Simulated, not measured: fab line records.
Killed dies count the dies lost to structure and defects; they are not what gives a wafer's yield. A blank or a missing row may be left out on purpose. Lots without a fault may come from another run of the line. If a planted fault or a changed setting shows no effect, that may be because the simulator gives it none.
Problem report, 8D (eight disciplines) form, completed by code :: flow berkeley-cmos170 :: the parts of the form that need people (team, actions taken, sign-off) are left out

## 1. THE PROBLEM
exposure-dose-mJ-cm2 at UCB170_M2_EXPOSE_12 reads a mean of 25.871 on 3 wafers of 1 lot; wafers without a fault read 25.998 with a standard deviation of 0.026. Relative to the usual mean, that is a shift of -4.9 standard deviations.
The step: exposes mask METAL2, target cd 700 nm.
Seen first at day 10 05:25 on krf-scanner-02, wafer L480.2. Wafers with a number at this step in the record: 39, from 13 lots. The rule behind "out" and "out of limits": a value lying over 4 standard deviations away from the usual mean. All remaining wafers that have a number are taken as sound.

## 2. WHAT IT IS, AND WHAT IT ISN'T
question: which readings at this step
is: exposure-dose-mJ-cm2
is not: -

question: which lots
is: L480
is not: L471, L472, L475, L477, L484, L486, L487, L490, L491, L492, L493, L494

question: which wafers of those lots
is: all that have a number
is not: -

question: read on which tools
is: krf-scanner-02
is not: krf-scanner-01

question: when
is: from day 10 05:25
is not: up to then (12 sound wafers); but 24 sound wafers of L484, L486, L487, L490, L491, L492, L493, L494 came after

## 3. THE SUSPECTS, EACH WITH WHAT RULES IT OUT
Counting: a tool stays on the suspect list if, at a process step up to the reading, it processed all lots that are out and no sound lot following the first of them.
- krf-scanner-02 at UCB170_M2_EXPOSE_12 (exposes mask METAL2, target cd 700 nm): ruled out as a lasting fault. After its first lot that is out, L480 (day 10 05:25), sound lots L493, L494 ran on it.
Left after counting: nothing in the record.

## 4. THE CAUSE (what the simulator had put in)
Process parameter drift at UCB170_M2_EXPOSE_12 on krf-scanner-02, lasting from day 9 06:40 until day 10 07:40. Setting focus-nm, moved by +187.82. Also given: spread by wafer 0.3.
Counting ruled it out, wrongly.

## 5. SEQUENCE OF EFFECTS, ordered by route
Each row: a reading whose mean over the struck wafers that have a number lies more than 3 standard deviations from the usual. Only readings for which the record gives a usual standard deviation are gone through. hours: the time from each lot's start at the first step in this table that gives one to its start at this step, as a median over the lots. sigmas: the change in usual standard deviations.
hours: 0
step: UCB170_M2_EXPOSE_12
reading: exposure-dose-mJ-cm2
usual: 25.998
on struck wafers: 25.871
change: -0.127
sigmas: -4.9
It contains these process steps:
- UCB170_M2_EXPOSE_12: exposes mask METAL2, target cd 700 nm.

## 6. WHAT WOULD HAVE CAUGHT IT SOONER
The fault began at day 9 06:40; the first out-of-limits reading in this record came at day 10 05:25, 23 hours later.
